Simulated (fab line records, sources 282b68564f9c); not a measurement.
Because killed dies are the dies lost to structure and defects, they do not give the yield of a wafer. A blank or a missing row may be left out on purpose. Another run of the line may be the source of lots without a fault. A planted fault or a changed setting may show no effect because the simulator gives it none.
Which of the tools did it? + flow ritCmos + 39 wafers from 13 lots sampled at 2 of the route's 202 steps

## WHAT THE GAUGES SHOWED, per wafer
RIT_CONTACT_THK_MEAS_01. Usual: CONTACT_TEOS_THK gives 401 nm (standard deviation 5.9).
| lot  | measured    | on           | CONTACT_TEOS_THK (nm) | flag |
|------|-------------|--------------|-----------------------|------|
| L923 | day 3 14:07 | filmMetro-02 | 402 400 409           |      |
| L928 | day 4 16:17 | filmMetro-01 | 400 409 411           |      |
| L929 | day 4 19:19 | filmMetro-03 | 410 399 408           |      |
| L930 | day 4 21:27 | filmMetro-02 | 397 368 397           |      |
| L931 | day 5 06:59 | filmMetro-02 | 396 395 404           |      |
| L937 | day 6 18:50 | filmMetro-02 | 395 395 394           |      |
| L938 | day 6 19:03 | filmMetro-01 | 402 403 401           |      |
| L940 | day 7 16:02 | filmMetro-01 | 397 397 403           |      |
| L941 | day 8 00:40 | filmMetro-02 | 406 407 408           |      |
| L943 | day 8 05:49 | filmMetro-03 | 387 397 398           |      |
| L942 | day 8 06:16 | filmMetro-01 | 398 405 406           |      |
| L944 | day 8 14:34 | filmMetro-03 | 393 402 406           |      |
| L945 | day 8 20:52 | filmMetro-03 | 399 396 404           |      |

## WHAT TOOL EACH LOT RAN ON (gives the tool, then ch and the chambers of the sampled wafers, and finally the start)
| lot  | RIT_CONTACT_CVD_00             |
|------|--------------------------------|
| L923 | pecvd-02 ch 1,2, day 3 14:04   |
| L928 | pecvd-03 ch 0,1,2, day 4 16:13 |
| L929 | pecvd-02 ch 0,1,2, day 4 19:16 |
| L930 | pecvd-01 ch 0,1,2, day 4 21:23 |
| L931 | pecvd-03 ch 0,2, day 5 06:56   |
| L937 | pecvd-03 ch 0,1,2, day 6 18:47 |
| L938 | pecvd-02 ch 0,1,2, day 6 19:00 |
| L940 | pecvd-03 ch 1,2, day 7 15:58   |
| L941 | pecvd-02 ch 0,1,2, day 8 00:36 |
| L943 | pecvd-01 ch 0,2, day 8 05:45   |
| L942 | pecvd-03 ch 0,1,2, day 8 06:13 |
| L944 | pecvd-02 ch 0,2, day 8 14:30   |
| L945 | pecvd-01 ch 1,2, day 8 20:48   |
- RIT_CONTACT_CVD_00: deposits SiO2 from TEOS, target thk 400 nm, time 61 s.

## WHAT THE TOOLS THEMSELVES READ (means of the sampled wafers that have a number; where no wafer has one, the mark that the record gives instead)
RIT_CONTACT_CVD_00. Usual: heaterPowerW 311 W, standard deviation 49; runLengthS 88.8 s, standard deviation 0.46.
| lot  | tool     | heaterPowerW (W) | runLengthS (s) | flag |
|------|----------|------------------|----------------|------|
| L923 | pecvd-02 | 233              | 89.0           |      |
| L928 | pecvd-03 | 352              | 88.4           |      |
| L929 | pecvd-02 | 273              | 89.0           |      |
| L930 | pecvd-01 | 324              | 87.5           |      |
| L931 | pecvd-03 | 336              | 88.5           |      |
| L937 | pecvd-03 | 342              | 88.4           |      |
| L938 | pecvd-02 | 262              | 89.4           |      |
| L940 | pecvd-03 | 364              | 88.2           |      |
| L941 | pecvd-02 | 252              | 89.0           |      |
| L943 | pecvd-01 | 280              | 89.3           |      |
| L942 | pecvd-03 | 346              | 88.4           |      |
| L944 | pecvd-02 | 268              | 89.4           |      |
| L945 | pecvd-01 | 335              | 88.7           |      |

## THE ANSWER, worked out from the rows above alone
Rule: a lot is off if the mean of its wafers that have a number lies more than 3 standard deviations from the usual mean. Also off: a lot with no number at a reading for which 4 or more lots have one. Any other lot the step has rows for is counted as sound. First the gauges in route order, then the tools' own readings, where a lot's mean is used as printed above. At the first step where some lot is off, the reading lying furthest off is the one used; lots without a number count as furthest.
No lot is off on any of the readings shown, so nothing can be concluded from this.

## WHAT WAS PUT IN BY THE SIMULATOR
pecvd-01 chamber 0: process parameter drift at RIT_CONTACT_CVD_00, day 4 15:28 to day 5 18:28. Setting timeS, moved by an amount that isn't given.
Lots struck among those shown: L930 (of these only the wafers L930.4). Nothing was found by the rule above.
